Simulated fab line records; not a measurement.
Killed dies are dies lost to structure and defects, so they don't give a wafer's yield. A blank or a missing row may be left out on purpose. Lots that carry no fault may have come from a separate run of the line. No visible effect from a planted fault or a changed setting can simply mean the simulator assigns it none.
Which tool did it? / flow rit-cmos / 7 lots with 21 wafers sampled at 4 steps, on a route of 202 steps

== WHAT EACH GAUGE READ, for each wafer ==
RIT_M1_BOW_MEAS_16.
lot=L541; measured=day 4 06:50; on=film-metro-02; M1_BOW (um)=6 31 10
lot=L543; measured=day 4 16:07; on=film-metro-02; M1_BOW (um)=18 23 14
lot=L545; measured=day 5 01:59; on=film-metro-04; M1_BOW (um)=18 10 31
lot=L549; measured=day 5 20:08; on=film-metro-04; M1_BOW (um)=19 15 16
lot=L556; measured=day 7 07:17; on=film-metro-03; M1_BOW (um)=24 20 26
lot=L558; measured=day 7 18:14; on=film-metro-04; M1_BOW (um)=16 12 24
lot=L560; measured=day 8 06:13; on=film-metro-04; M1_BOW (um)=10 1 15

== TOOL THAT RAN EACH LOT (tool first, then ch and the chambers of the sampled wafers, then the start) ==
lot=L541; RIT_NLDD_STRIP_09=plasma-asher-02 ch 0,1, day 3 15:01; RIT_CONTACT_STRIP_12=plasma-asher-04 ch 0,1, day 4 01:46; RIT_M1_SPUTTER_00=pvd-sputter-04, day 4 02:56
lot=L543; RIT_NLDD_STRIP_09=plasma-asher-04 ch 0,1, day 3 23:28; RIT_CONTACT_STRIP_12=plasma-asher-04 ch 0,1, day 4 10:08; RIT_M1_SPUTTER_00=pvd-sputter-04, day 4 10:48
lot=L545; RIT_NLDD_STRIP_09=plasma-asher-03 ch 0,1, day 4 10:25; RIT_CONTACT_STRIP_12=plasma-asher-03 ch 0,1, day 4 21:00; RIT_M1_SPUTTER_00=pvd-sputter-04, day 4 21:40
lot=L549; RIT_NLDD_STRIP_09=plasma-asher-02 ch 0,1, day 5 04:52; RIT_CONTACT_STRIP_12=plasma-asher-03 ch 0,1, day 5 15:34; RIT_M1_SPUTTER_00=pvd-sputter-04, day 5 16:14
lot=L556; RIT_NLDD_STRIP_09=plasma-asher-03 ch 0,1, day 6 16:01; RIT_CONTACT_STRIP_12=plasma-asher-03 ch 0,1, day 7 02:44; RIT_M1_SPUTTER_00=pvd-sputter-01, day 7 03:23
lot=L558; RIT_NLDD_STRIP_09=plasma-asher-04 ch 0, day 7 03:28; RIT_CONTACT_STRIP_12=plasma-asher-04 ch 0,1, day 7 13:42; RIT_M1_SPUTTER_00=pvd-sputter-01, day 7 14:21
lot=L560; RIT_NLDD_STRIP_09=plasma-asher-02 ch 0,1, day 7 13:50; RIT_CONTACT_STRIP_12=plasma-asher-04 ch 0, day 8 01:29; RIT_M1_SPUTTER_00=pvd-sputter-04, day 8 02:09
- RIT_NLDD_STRIP_09: strips in O2, time 180 s.
- RIT_CONTACT_STRIP_12: strips in O2, time 180 s.
- RIT_M1_SPUTTER_00: material Al, target thk 400 nm, time 500 s.

== THE ANSWER, worked out from the rows above alone ==
Rule: what is usual is taken from the lots themselves. The widest of any qualifying gaps counts: lots, ordered by their means at a reading, are off when they make up no more than a third of the lots, leave a main group of 4 or more, and stand apart from it by 3 or more times the standard deviation of that group's means. If all means in a main group match to the digits the tables above print for the reading, that group is not used. Also off: a lot with no number at a reading for which 4 or more lots have one. The other lots that the step has rows for count as sound.
No lot is off on any of the readings shown, so nothing can be concluded from this.

== WHAT HAD BEEN PUT IN BY THE SIMULATOR ==
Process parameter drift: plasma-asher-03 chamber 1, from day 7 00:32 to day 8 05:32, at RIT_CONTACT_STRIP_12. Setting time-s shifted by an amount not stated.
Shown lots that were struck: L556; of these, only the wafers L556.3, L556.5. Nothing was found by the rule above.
